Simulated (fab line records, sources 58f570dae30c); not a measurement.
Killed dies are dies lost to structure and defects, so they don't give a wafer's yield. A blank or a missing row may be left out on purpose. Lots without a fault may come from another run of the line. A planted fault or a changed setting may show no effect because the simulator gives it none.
Which tool did it? | flow berkeley_cmos170 | 14 lots, 42 wafers sampled, at 6 steps of a route of 331

WHAT THE GAUGES READ, wafer by wafer
UCB170_V1_OVL_MEAS_13. Usual: V1_OVL -3 nm, standard deviation 5.6.
lot  | measured     | on         | V1_OVL (nm) | flag
L394 | day 8 18:35  | overlay-01 | -1 -8 -6    |
L397 | day 9 05:53  | overlay-02 | 3 -4 -4     |
L398 | day 9 06:44  | overlay-02 | -7 -2 -6    |
L396 | day 9 07:47  | overlay-01 | 3 12 6      |
L395 | day 9 07:52  | overlay-02 | -10 -4 -3   |
L403 | day 10 17:39 | overlay-02 | -1 -2 1     |
L404 | day 10 17:56 | overlay-01 | 4 0 -5      |
L406 | day 11 05:40 | overlay-02 | -1 -6 1     |
L409 | day 11 19:57 | overlay-02 | -14 -8 -12  |
L410 | day 12 07:23 | overlay-02 | -13 -12 -2  |
L413 | day 13 04:17 | overlay-01 | 7 -5 9      |
L416 | day 13 14:05 | overlay-01 | 3 4 -4      |
L415 | day 13 16:01 | overlay-02 | -6 4 3      |
L417 | day 14 02:38 | overlay-02 | -4 -3 -7    |

UCB170_M2_THK_MEAS_03: measures by xrf. Usual: M2_AL_THK 905 nm, standard deviation 11.
lot  | measured     | on            | M2_AL_THK (nm) | flag
L394 | day 8 19:19  | film_metro-04 | 901 901 907    |
L397 | day 9 06:36  | film_metro-04 | 917 889 904    |
L398 | day 9 07:26  | film_metro-03 | 912 899 891    |
L396 | day 9 08:30  | film_metro-04 | 908 925 927    |
L395 | day 9 08:35  | film_metro-03 | 889 882 902    |
L403 | day 10 18:22 | film_metro-02 | 886 903 919    |
L404 | day 10 18:38 | film_metro-04 | 916 907 909    |
L406 | day 11 06:23 | film_metro-04 | 910 911 902    |
L409 | day 11 20:39 | film_metro-03 | 891 878 885    |
L410 | day 12 08:05 | film_metro-04 | 902 896 906    |
L413 | day 13 04:59 | film_metro-03 | 913 913 908    |
L416 | day 13 14:47 | film_metro-04 | 928 901 912    |
L415 | day 13 16:44 | film_metro-02 | 925 909 921    |
L417 | day 14 03:20 | film_metro-03 | 893 891 911    |

UCB170_V2_THK_MEAS_01. Usual: V2_TEOS_THK 1988 nm, standard deviation 25.
lot  | measured     | on            | V2_TEOS_THK (nm) | flag
L394 | day 8 21:43  | film_metro-04 | 1989 2011 1986   |
L397 | day 9 09:19  | film_metro-04 | 1941 1955 1994   |
L398 | day 9 10:13  | film_metro-01 | 1952 1983 1982   |
L396 | day 9 11:40  | film_metro-01 | 1962 1946 1962   |
L395 | day 9 11:50  | film_metro-04 | 1742 1714 1743   | OFF
L403 | day 10 20:52 | film_metro-03 | 1993 1986 2043   |
L404 | day 10 21:07 | film_metro-01 | 1723 1754 1752   | OFF
L406 | day 11 09:02 | film_metro-03 | 1957 1983 1990   |
L409 | day 12 01:23 | film_metro-03 | 1975 1972 1993   |
L410 | day 12 10:36 | film_metro-01 | 1983 1992 2005   |
L413 | day 13 07:32 | film_metro-03 | 2032 2017 2011   |
L416 | day 13 17:23 | film_metro-04 | 1974 1965 2006   |
L415 | day 13 19:49 | film_metro-03 | 2014 2010 2039   |
L417 | day 14 05:58 | film_metro-03 | 1963 1993 1946   |

UCB170_V2_THK_MEAS_04. Usual: V2_POLISHED_THK 1000.1 nm, standard deviation 1.1.
lot  | measured     | on            | V2_POLISHED_THK (nm) | flag
L394 | day 8 22:12  | film_metro-01 | 997.4 1000.0 997.5   |
L397 | day 9 09:48  | film_metro-03 | 1001.6 1001.2 1000.1 |
L398 | day 9 10:41  | film_metro-03 | 1001.6 1000.7 1000.3 |
L396 | day 9 12:09  | film_metro-04 | 998.1 999.5 998.1    |
L395 | day 9 12:28  | film_metro-01 | 740.1 737.6 738.2    | OFF
L403 | day 10 21:21 | film_metro-04 | 1001.2 1000.1 999.7  |
L404 | day 10 21:40 | film_metro-03 | 740.8 741.8 740.2    | OFF
L406 | day 11 09:31 | film_metro-03 | 1000.7 998.3 999.3   |
L409 | day 12 01:52 | film_metro-01 | 1000.3 1001.8 1000.6 |
L410 | day 12 11:05 | film_metro-04 | 1000.6 1000.0 1001.6 |
L413 | day 13 08:01 | film_metro-01 | 998.8 998.8 999.5    |
L416 | day 13 17:52 | film_metro-01 | 999.9 999.2 999.8    |
L415 | day 13 20:17 | film_metro-04 | 998.8 1001.6 1000.4  |
L417 | day 14 06:26 | film_metro-04 | 998.8 1000.6 1000.3  |

WHICH TOOL RAN EACH LOT (tool, then ch and the chambers of the sampled wafers, then the start)
lot  | UCB170_V1_STRIP_15                   | UCB170_V2_CVD_00
L394 | plasma_asher-01 ch 0,1, day 8 18:50  | pecvd-04 ch 0,1,2, day 8 21:32
L397 | plasma_asher-03 ch 0,1, day 9 06:07  | pecvd-04 ch 0,1, day 9 09:10
L398 | plasma_asher-03 ch 0,1, day 9 06:57  | pecvd-02 ch 0,1, day 9 10:03
L396 | plasma_asher-01 ch 0,1, day 9 08:01  | pecvd-01 ch 1,2, day 9 11:31
L395 | plasma_asher-02 ch 0,1, day 9 08:05  | pecvd-04 ch 0,2, day 9 11:41
L403 | plasma_asher-02 ch 0,1, day 10 17:52 | pecvd-02 ch 1,2, day 10 20:42
L404 | plasma_asher-03 ch 0,1, day 10 18:10 | pecvd-04 ch 1,2, day 10 20:56
L406 | plasma_asher-02 ch 0,1, day 11 05:55 | pecvd-02 ch 0,1,2, day 11 08:51
L409 | plasma_asher-02 ch 1, day 11 20:10   | pecvd-02 ch 0,1,2, day 12 01:14
L410 | plasma_asher-03 ch 0, day 12 07:36   | pecvd-02 ch 0,1, day 12 10:27
L413 | plasma_asher-03 ch 0,1, day 13 04:31 | pecvd-01 ch 0,1, day 13 07:22
L416 | plasma_asher-01 ch 0,1, day 13 14:17 | pecvd-02 ch 0,1, day 13 17:14
L415 | plasma_asher-03 ch 0,1, day 13 16:14 | pecvd-01 ch 0,1,2, day 13 19:39
L417 | plasma_asher-03 ch 0,1, day 14 02:51 | pecvd-02 ch 0,1,2, day 14 05:48
- UCB170_V1_STRIP_15: strips in O2.
- UCB170_V2_CVD_00: deposits SiO2 from TEOS/O2, target thk 2000 nm, time 250 s.

WHAT THE TOOLS THEMSELVES READ (means of the sampled wafers that have a number; where no wafer has one, the mark that the record gives instead)
UCB170_V1_STRIP_15. Usual: drypump_motor_current_A 5.7 A, standard deviation 0.34; oes_product_au 0.721 a.u., standard deviation 0.0042; strip_time_to_endpoint_s 15.29 s, standard deviation 0.1.
lot  | tool            | drypump_motor_current_A (A) | oes_product_au (a.u.) | strip_time_to_endpoint_s (s) | flag
L394 | plasma_asher-01 | 5.8                         | 0.724                 | 15.47                        |
L397 | plasma_asher-03 | 5.7                         | 0.724                 | 15.35                        |
L398 | plasma_asher-03 | 5.8                         | 0.720                 | 15.27                        |
L396 | plasma_asher-01 | 5.6                         | 0.722                 | 15.22                        |
L395 | plasma_asher-02 | 5.5                         | 0.719                 | 15.33                        |
L403 | plasma_asher-02 | 5.5                         | 0.719                 | 15.15                        |
L404 | plasma_asher-03 | 5.7                         | 0.723                 | 15.30                        |
L406 | plasma_asher-02 | 5.5                         | 0.723                 | 15.21                        |
L409 | plasma_asher-02 | 5.2                         | 0.719                 | 15.33                        |
L410 | plasma_asher-03 | 5.8                         | 0.720                 | 15.20                        |
L413 | plasma_asher-03 | 5.7                         | 0.725                 | 15.29                        |
L416 | plasma_asher-01 | 5.9                         | 0.725                 | 15.35                        |
L415 | plasma_asher-03 | 5.7                         | 0.720                 | 15.36                        |
L417 | plasma_asher-03 | 5.7                         | 0.720                 | 15.32                        |

UCB170_V2_CVD_00. Usual: heater_power_w 248 W, standard deviation 75.
lot  | tool     | heater_power_w (W) | flag
L394 | pecvd-04 | 201                |
L397 | pecvd-04 | 231                |
L398 | pecvd-02 | 300                |
L396 | pecvd-01 | 313                |
L395 | pecvd-04 | 277                |
L403 | pecvd-02 | 243                |
L404 | pecvd-04 | 168                |
L406 | pecvd-02 | 233                |
L409 | pecvd-02 | 261                |
L410 | pecvd-02 | 292                |
L413 | pecvd-01 | 248                |
L416 | pecvd-02 | 255                |
L415 | pecvd-01 | 278                |
L417 | pecvd-02 | 257                |

THE ANSWER, worked out from the rows above alone
Rule: a lot is off if the mean of its wafers that have a number lies more than 3 standard deviations from the usual mean. A lot without any number at a reading at which 4 lots or more have one is off too. The other lots that the step has rows for count as sound. The gauges are gone through in route order, then the tools' own readings, and for those a lot's mean is taken as printed above. The first step at which some lot is off is used, and at that step the reading that is off furthest; a lot without a number counts as furthest.
Off: L395, L404, at UCB170_V2_THK_MEAS_01 (V2_TEOS_THK).
A tool fits if, at a process step before that reading, it ran every lot that is off, and no sound lot after the first of them. The gauges at UCB170_V2_THK_MEAS_01 are tried like those tools. One fits: pecvd-04 at UCB170_V2_CVD_00. Its last sound lot is L397 (day 9 09:10), its first lot that is off L395 (day 9 11:41): a fault that began between those two fits.

WHAT THE SIMULATOR HAD PUT IN
Site profile drift: pecvd-04, from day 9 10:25 on, at UCB170_V2_CVD_00. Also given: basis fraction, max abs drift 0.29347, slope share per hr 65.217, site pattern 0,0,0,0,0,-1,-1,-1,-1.
Lots struck among those shown: L395, L404. The rule above found the same.
